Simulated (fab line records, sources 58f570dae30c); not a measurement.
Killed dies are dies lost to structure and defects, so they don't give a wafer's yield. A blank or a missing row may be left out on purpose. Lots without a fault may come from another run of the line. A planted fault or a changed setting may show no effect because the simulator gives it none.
A struck lot beside a sound one | flow berkeley_cmos170 | 17 steps out of a route of 331
Sound: wafers L562.1, L562.2, L562.3. Struck: wafers L571.2, L571.5. (L571.1 of the same lot was not struck and is left out.) The cause comes at the end.
At each step with rows: each side's tool, then ch and its chambers, then its first start. Under that, the readings that differ: sound wafers | struck wafers | difference of the means | sigmas: that difference in standard deviations of wafers without a fault.
alike: readings whose means differ by less than 2 such deviations, and words and numbers that are the same on both sides. not compared: withheld readings, readings that some wafer has no value for, bounds like >300 that may hide the same value, and numbers for which the record gives no deviation and whose values overlap.
The two part at a step that has a row with sigmas, a row that says differs or no value, or rows on one side only. Numbers that don't overlap but have no deviation are shown without sigmas and don't part them. A reading that every wafer of one side lacks parts them only if that side has two wafers or more.

first, 1 step without rows for these wafers: UCB170_M3_SOFTBAKE_06 (time 60 s).
UCB170_M3_STRIP_07: strips in O2.
  sound on plasma_asher-03 ch 0,1, day 9 06:02; struck on plasma_asher-01 ch 0, day 11 09:24
  alike: drypump_motor_current_A, oes_product_au, strip_time_to_endpoint_s
  not compared: rf_hours_counter_h
then, 7 steps without rows for these wafers: UCB170_M3_STRIP_08 (strips KrF in DMSO, time 600 s); UCB170_M3_COAT_09; UCB170_M3_COAT_10 (resist thk 900 nm); UCB170_M3_SOFTBAKE_11 (time 57.7 s); UCB170_M3_EXPOSE_12 (exposes mask METAL3, target cd 700 nm); UCB170_M3_PEB_13; UCB170_M3_DEVELOP_14 (develop time 45 s).
UCB170_M3_CD_MEAS_15: target cd 700 nm.
  sound on cd_sem-01, day 9 07:08; struck on cd_sem-01, day 11 10:45
  alike: cd_nm
UCB170_M3_OVL_MEAS_16:
  sound on overlay-02, day 9 07:16; struck on overlay-01, day 11 10:52
  alike: M3_OVL
UCB170_M3_ETCH_17: etches BARC in N2/H2.
  sound on rie_diel-02 ch 0,2,3, day 9 07:18; struck on rie_diel-03 ch 1, day 11 10:54
  reading                | sound             | struck      | difference | sigmas
  oes_product_au (a.u.)  | 0.985 0.996 0.993 | 1.034 1.037 | +0.044     | +2
  throttle_valve_pct (%) | 13.31 13.41 13.46 | 13.00 12.96 | -0.41      | -2
  alike: drypump_motor_current_A, n2_flow_sccm, rf_fwd_power_W
UCB170_M3_METAL_ETCH_18: etches Al in Cl2/BCl3, stops on SiO2, target depth 1170 nm, time 195 s.
  sound on rie_metal-01 ch 0,1, day 9 07:20; struck on rie_metal-01 ch 0, day 11 10:57
  reading                             | sound             | struck      | difference | sigmas
  oes_product_au (a.u.)               | 0.849 0.854 0.886 | 0.780 0.785 | -0.081     | -4
  rf_fwd_power_W (W)                  | 598.3 598.5 596.5 | 361.8 359.9 | -236.9     | -99 or more
  model.KrF_of_M3_COAT_10.thk_nm (nm) | 229.8 233.8 236.9 | 470.1 466.7 | +234.9     |
  model.M3.feature_depth_nm (nm)      | 962 922.8 965     | 732.2 738.1 | -214.8     |
  model.etch.depth_nm (nm)            | 908.1 868.5 910.7 | 732.2 738.1 | -160.6     |
  alike: drypump_motor_current_A, mfc_cl2_sccm, throttle_valve_pct
  not compared: rf_hours_counter_h
UCB170_M3_STRIP_19: strips in O2.
  sound on plasma_asher-02 ch 0,1, day 9 07:32; struck on plasma_asher-03 ch 0, day 11 11:08
  reading               | sound             | struck      | difference | sigmas
  oes_product_au (a.u.) | 0.560 0.570 0.564 | 0.729 0.715 | +0.157     | +7
  alike: drypump_motor_current_A
  not compared: rf_hours_counter_h
UCB170_M3_CD_MEAS_90: target cd 700 nm.
  sound on cd_sem-01, day 9 07:38; struck on cd_sem-01, day 11 11:21
  reading    | sound       | struck  | difference | sigmas
  cd_nm (nm) | 701 704 702 | 725 726 | +23        | +5
UCB170_M3_BOW_MEAS_20:
  sound on film_metro-01, day 9 07:45; struck on film_metro-02, day 11 11:28
  alike: M3_BOW
UCB170_M3_PROBE_99:
  sound on prober-02, day 9 07:52; struck on prober-02, day 11 11:38
  reading                           | sound | struck | difference | sigmas
  model.etest.antenna_m2.short      | 0 0 0 | 1 1    | +1         |
  model.etest.antenna_m2.over_limit | 0 0 0 | 1 1    | +1         |
  model.etest.antenna_m3.over_limit | 0 0 0 | 1 1    | +1         |
  model.etest.antenna_m3.short      | 0 0 0 | 1 1    | +1         |

WHERE THEY PART
First at UCB170_M3_ETCH_17; last, within this record, at UCB170_M3_CD_MEAS_90. Later steps at which nothing parts them and some readings are alike: UCB170_M3_BOW_MEAS_20.

WHY: what the simulator had put in
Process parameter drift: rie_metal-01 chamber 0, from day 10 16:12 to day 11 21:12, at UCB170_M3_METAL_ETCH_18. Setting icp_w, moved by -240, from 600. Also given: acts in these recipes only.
